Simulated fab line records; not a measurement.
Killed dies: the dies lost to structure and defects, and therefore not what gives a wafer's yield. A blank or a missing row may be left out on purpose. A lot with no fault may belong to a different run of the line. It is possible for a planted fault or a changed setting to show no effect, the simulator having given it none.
Which tool is to blame? | flow berkeleyCmos170 | route of 331 steps, sampled at 1 step: 7 lots, 21 wafers

WHAT THE GAUGES SHOWED, per wafer
UCB170_PFIELD_TW_MEAS_09.
lot  | measured     | on           | PFIELD_TW
L982 | day 5 11:31  | filmMetro-03 | 611 615 615
L991 | day 6 23:43  | filmMetro-03 | 615 613 613
L995 | day 7 15:01  | filmMetro-03 | 609 614 609
L998 | day 8 11:33  | filmMetro-02 | 597 599 597
L100 | day 9 04:18  | filmMetro-01 | 592 596 594
L102 | day 9 17:24  | filmMetro-03 | 613 615 613
L104 | day 10 06:16 | filmMetro-01 | 597 599 597

WHICH TOOL RAN EACH LOT (tool, then ch and the chambers of the sampled wafers, then the start)
Before these readings, the record contains no process step.

THE ANSWER, worked out from the rows above alone
Rule: usual is defined by the lots themselves. The widest of any qualifying gaps counts: lots, ordered by their means at a reading, are off when they make up no more than a third of the lots, leave a main group of 4 or more, and stand apart from it by 3 or more times the standard deviation of that group's means. A main group is skipped when, at the precision printed for the reading in the tables above, its means are all equal. A lot without any number at a reading at which 4 lots or more have one is off too. All remaining lots with rows at the step are treated as sound.
No lot is off on any of the readings shown, so nothing can be concluded from this.

WHAT THE SIMULATOR HAD PUT IN
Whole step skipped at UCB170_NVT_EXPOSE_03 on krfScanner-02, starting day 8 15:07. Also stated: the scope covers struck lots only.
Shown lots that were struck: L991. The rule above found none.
